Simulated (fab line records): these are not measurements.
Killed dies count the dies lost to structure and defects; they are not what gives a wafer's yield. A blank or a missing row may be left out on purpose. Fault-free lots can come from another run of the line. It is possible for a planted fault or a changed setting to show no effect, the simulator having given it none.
Which tool did it? ; flow berkeley cmos170 ; 7 lots with 21 wafers sampled at 4 steps, on a route of 331 steps

== WHAT THE GAUGES SHOWED, per wafer ==
UCB170_V1_CD_MEAS_90: the cd target is 700 nm.
lot;measured;on;cd nm (nm)
L152;day 9 16:38;cd sem-02;698.1 700.2 698.4
L154;day 9 19:05;cd sem-01;696.6 696.4 698.7
L159;day 10 16:29;cd sem-02;704.2 703.5 704.9
L163;day 11 09:34;cd sem-01;697.2 699.3 698.4
L162;day 11 10:33;cd sem-01;704.8 704.3 703.4
L169;day 12 23:03;cd sem-01;698.3 698.1 699.5
L173;day 14 00:42;cd sem-01;700.6 701.9 700.7

== EACH LOT AND THE TOOL THAT RAN IT (in order: tool; ch and the chambers of the sampled wafers; start) ==
lot;UCB170_NVT_STRIP_08;UCB170_V1_ETCH_14;UCB170_V1_STRIP_15
L152;plasma asher-04 ch 0,1, day 7 12:21;rie diel-02 ch 1,2, day 9 16:21;plasma asher-04 ch 0,1, day 9 16:32
L154;plasma asher-03 ch 0,1, day 7 12:48;rie diel-04 ch 1,2,3, day 9 18:46;plasma asher-02 ch 0,1, day 9 18:56
L159;plasma asher-02 ch 0,1, day 8 21:40;rie diel-04 ch 0,1,3, day 10 16:11;plasma asher-02 ch 0, day 10 16:22
L163;plasma asher-04 ch 1, day 9 08:00;rie diel-01 ch 0,1,3, day 11 09:16;plasma asher-01 ch 0, day 11 09:27
L162;plasma asher-02 ch 0, day 9 08:28;rie diel-04 ch 0,1,2, day 11 10:16;plasma asher-01 ch 1, day 11 10:27
L169;plasma asher-04 ch 0,1, day 11 01:42;rie diel-02 ch 1,2,3, day 12 22:46;plasma asher-01 ch 0,1, day 12 22:57
L173;plasma asher-03 ch 0,1, day 11 22:59;rie diel-04 ch 1,3, day 14 00:24;plasma asher-01 ch 0,1, day 14 00:35
- UCB170_NVT_STRIP_08: strips in O2.
- UCB170_V1_ETCH_14: etches SiO2 in CHF3/CF4/Ar, stops on Al, target depth 1250 nm, time 291 s.
- UCB170_V1_STRIP_15: strips in O2.

== THE ANSWER, worked out from the rows above alone ==
Rule: the usual values come from the lots themselves. The widest of any qualifying gaps counts: lots, ordered by their means at a reading, are off when they make up no more than a third of the lots, leave a main group of 4 or more, and stand apart from it by 3 or more times the standard deviation of that group's means. Not used: any main group whose means are identical at the precision the tables above print for the reading. Also off: a lot with no number at a reading for which 4 or more lots have one. Where the step has rows for the other lots, those lots are counted as sound.
No lot is off on any of the readings shown, so nothing can be concluded from this.

== WHAT WAS PUT IN BY THE SIMULATOR ==
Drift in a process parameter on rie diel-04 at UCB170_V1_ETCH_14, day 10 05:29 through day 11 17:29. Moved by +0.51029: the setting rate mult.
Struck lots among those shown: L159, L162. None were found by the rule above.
